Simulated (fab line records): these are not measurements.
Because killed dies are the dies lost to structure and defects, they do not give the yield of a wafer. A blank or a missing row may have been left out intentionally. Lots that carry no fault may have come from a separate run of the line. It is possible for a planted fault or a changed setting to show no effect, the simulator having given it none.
Lot-split experiment ; flow rit cmos ; route with 202 steps; 5 lots, 23 wafers read

ON THE SPLIT
At RIT_PWELL_IMPLANT_08, the setting dose cm2 was moved away from the recipe's 7e+13 on 7 of the 23 wafers read, by -4.9% to +6.6%. For the rest of the wafers, this setting stayed at what the recipe calls for.

FROM THE SPLIT TO THE READING: what the file shows between them, 4 steps
- RIT_PWELL_STRIP_09: strips in O2, time 180 s
- RIT_PWELL_TW_MEAS_10
- RIT_WELLDRIVE_ANNEAL_00: time 14700 s
- RIT_WELLDRIVE_RS_MEAS_01: measures by four-point-probe

THE READING
At RIT_WELLDRIVE_RS_MEAS_02, a four-point-probe measurement gives PWELL_RS in ohm/sq. On this fab line, fault-free wafers typically give 429.8 ohm/sq with a standard deviation of 0.94 ohm/sq.

wafer;tool, chamber at the split;dose cm2 as run;against the recipe;PWELL_RS, ohm/sq;against lot-mates on the recipe
L074.1;implanter-02, 0;7e+13;recipe;429.1;-
L074.2;implanter-02, 0;7e+13;recipe;429.0;-
L074.3;implanter-02, 0;7.464e+13;+6.6%;411.8;-17.2
L074.5;implanter-02, 0;7.464e+13;+6.6%;412.7;-16.4
L074.6;implanter-02, 0;7.464e+13;+6.6%;411.9;-17.2
L077.1;implanter-03, 0;6.66e+13;-4.9%;444.2;+14.4
L077.3;implanter-03, 0;6.66e+13;-4.9%;443.6;+13.8
L077.4;implanter-03, 0;7e+13;recipe;429.7;-
L077.5;implanter-03, 0;7e+13;recipe;429.6;-
L077.6;implanter-03, 0;7e+13;recipe;430.0;-
L078.2;implanter-02, 0;7e+13;recipe;429.5;-
L078.3;implanter-02, 0;7e+13;recipe;429.7;-
L078.4;implanter-02, 0;7e+13;recipe;429.7;-
L082.1;implanter-02, 0;7.392e+13;+5.6%;416.6;-14.0
L082.2;implanter-02, 0;7e+13;recipe;431.2;-
L082.4;implanter-02, 0;7e+13;recipe;430.0;-
L082.5;implanter-02, 0;7.392e+13;+5.6%;414.9;-15.7
L082.6;implanter-02, 0;7e+13;recipe;430.6;-
L084.1;implanter-04, 0;7e+13;recipe;428.7;-
L084.2;implanter-04, 0;7e+13;recipe;429.0;-
L084.3;implanter-04, 0;7e+13;recipe;428.5;-
L084.4;implanter-04, 0;7e+13;recipe;429.1;-
L084.5;implanter-04, 0;7e+13;recipe;429.1;-

THE FIT
A straight line over all 23 wafers: PWELL_RS changes by -2.67 ohm/sq for each +1% of dose cm2; r = -1.00; the points scatter about the line by 0.84 ohm/sq.
The same after taking each lot's own level away (the mean of its wafers on the recipe; 23 wafers): -2.67 ohm/sq for each +1%; r = -1.00; scatter 0.57 ohm/sq.
Per that fit: largest dose cm2 move, reading shift of 18 ohm/sq.
The span of the lots' own levels, 428.88 to 430.60 ohm/sq, comes to 1.8 times the standard deviation stated above.
The two slopes are in agreement: the lot-to-lot level therefore moves the slope only a little.
Check: -17.5 ohm/sq against its lot-mates is what the line predicts for one of the wafers moved furthest among these (+6.6%) when that wafer is left out of the fit. It came out at -17.2 ohm/sq against them.

THE OTHER SPLITS THESE WAFERS WENT THROUGH
Note: prior to the reading, these wafers also went through further splits. Each is held against what the fit with the lots' levels taken away leaves over:
other split on the same wafers;wafers away from the commonest value;r with PWELL_RS (lot level and that fit taken away)
RIT_ACTIVE_CVD_03 temp c;10;-0.27
RIT_ACTIVE_DEVELOP_10 develop time s;4;+0.00
RIT_NWELL_IMPLANT_08 dose cm2;10;-0.01

THE WHOLE CHAIN: every reading that the file lists as answering this split, in the file's order
step;what it does;reading;change (the file's fit);r (the file's)
RIT_PWELL_TW_MEAS_10;;PWELL_TW;+3.11 for each +1% of the setting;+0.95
RIT_WELLDRIVE_RS_MEAS_02;measures by four-point-probe;PWELL_RS;-2.67 for each +1% of the setting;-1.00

FILE'S OWN FIT
PWELL_RS changes by -2.67 ohm/sq for each +1% of dose cm2, r = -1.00.
